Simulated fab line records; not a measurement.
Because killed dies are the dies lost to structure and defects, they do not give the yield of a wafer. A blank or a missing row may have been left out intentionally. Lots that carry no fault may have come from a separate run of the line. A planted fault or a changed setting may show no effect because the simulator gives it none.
Lot-split experiment | flow rit_cmos | on a route of 202 steps: 5 lots, 23 wafers read

SPLIT DETAILS
At RIT_M1_EXPOSE_06 (exposes mask M12, target cd 2600 nm), the setting dose_mj was moved away from the recipe's 250 on 9 of the 23 wafers read, by -7.3% to +6.3%. The other wafers ran this setting at the recipe's value.

FROM THE SPLIT TO THE READING: what the file shows between them, 2 steps
- RIT_M1_PEB_07
- RIT_M1_DEVELOP_08: develop time 68 s

THE READING
Shown in nm: cd_nm at RIT_M1_CD_MEAS_09, with target cd 2600 nm. Typical for fault-free wafers on this fab line: 2599.7 nm, with standard deviation 1.7 nm.

wafer  | tool, chamber at the split | dose_mj as run | against the recipe | cd_nm, nm | against lot-mates on the recipe
L074.1 | iline_stepper-02, 0        | 250            | recipe             | 2600.0    | -
L074.2 | iline_stepper-02, 0        | 242.1          | -3.2%              | 2608.8    | +9.5
L074.3 | iline_stepper-02, 0        | 250            | recipe             | 2599.4    | -
L074.5 | iline_stepper-02, 0        | 242.1          | -3.2%              | 2606.2    | +6.9
L074.6 | iline_stepper-02, 0        | 250            | recipe             | 2598.4    | -
L075.1 | iline_stepper-02, 0        | 250            | recipe             | 2598.0    | -
L075.2 | iline_stepper-02, 0        | 250            | recipe             | 2599.3    | -
L075.3 | iline_stepper-02, 0        | 231.7          | -7.3%              | 2620.2    | +21.1
L075.5 | iline_stepper-02, 0        | 250            | recipe             | 2599.9    | -
L075.6 | iline_stepper-02, 0        | 231.7          | -7.3%              | 2620.0    | +20.9
L077.1 | iline_stepper-02, 0        | 264.8          | +5.9%              | 2585.3    | -16.1
L077.2 | iline_stepper-02, 0        | 250            | recipe             | 2599.8    | -
L077.3 | iline_stepper-02, 0        | 250            | recipe             | 2603.0    | -
L077.4 | iline_stepper-02, 0        | 264.8          | +5.9%              | 2584.2    | -17.2
L077.5 | iline_stepper-02, 0        | 264.8          | +5.9%              | 2586.3    | -15.1
L083.1 | iline_stepper-02, 0        | 250            | recipe             | 2599.0    | -
L083.4 | iline_stepper-02, 0        | 250            | recipe             | 2598.1    | -
L083.5 | iline_stepper-02, 0        | 250            | recipe             | 2597.5    | -
L085.1 | iline_stepper-02, 0        | 250            | recipe             | 2602.2    | -
L085.2 | iline_stepper-02, 0        | 250            | recipe             | 2601.4    | -
L085.4 | iline_stepper-02, 0        | 250            | recipe             | 2600.9    | -
L085.5 | iline_stepper-02, 0        | 265.7          | +6.3%              | 2583.4    | -18.1
L085.6 | iline_stepper-02, 0        | 265.7          | +6.3%              | 2583.9    | -17.6

FIT RESULTS
A straight line over all 23 wafers: cd_nm changes by -2.6 nm for each +1% of dose_mj; r = -0.99; the points scatter about the line by 1.5 nm.
The same after taking each lot's own level away (the mean of its wafers on the recipe; 23 wafers): -2.8 nm for each +1%; r = -1.00; scatter 0.93 nm.
According to that fit, moving dose_mj by its largest amount changes the reading by 20 nm.
The span of the lots' own levels, 2598.20 to 2601.50 nm, comes to 1.9 times the standard deviation stated above.
Consequently the slope shifts little with the lot-to-lot level, the two slopes agreeing.
Check: with one of the wafers moved furthest among these (-7.3%) left out of the fit, the line predicts +20.3 nm for it against its lot-mates. It came out at +21.1 nm against them.

ADDITIONAL SPLITS CARRIED BY THESE WAFERS
Note: prior to the reading, these wafers also went through further splits. Each is held against what the fit with the lots' levels taken away leaves over:
other split on the same wafers        | wafers away from the commonest value | r with cd_nm (lot level and that fit taken away)
RIT_GATE_OXIDATION_05 temp_c          | 18                                   | +0.17
RIT_GATE_EXPOSE_13 dose_mj            | 10                                   | +0.30
RIT_GATE_STRIP_20 o2_flow_sccm        | 10                                   | +0.10
RIT_NLDD_COAT_01 spin_rpm             | 10                                   | +0.07
RIT_NLDD_IMPLANT_08 dose_cm2          | 8                                    | +0.08
RIT_SDANNEAL_CLEAN_01 time_s          | 10                                   | -0.06
RIT_CONTACT_DEVELOP_07 develop_time_s | 7                                    | +0.00

THE WHOLE CHAIN: every reading that the file lists as answering this split, in the file's order
step                 | what it does                                                          | reading                                                   | change (the file's fit)              | r (the file's)
RIT_M1_CD_MEAS_09    | target cd 2600 nm                                                     | cd_nm                                                     | -2.81 nm for each +1% of the setting | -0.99
RIT_M1_METAL_ETCH_12 | etches Al in Cl2/BCl3, stops on SiO2, time 165 s, target depth 600 nm | M1.cd_nm (the simulator's own value, which no gauge read) | -2.76 nm for each +1% of the setting | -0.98

FILE'S OWN FIT
cd_nm changes by -2.81 nm for each +1% of dose_mj, r = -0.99.
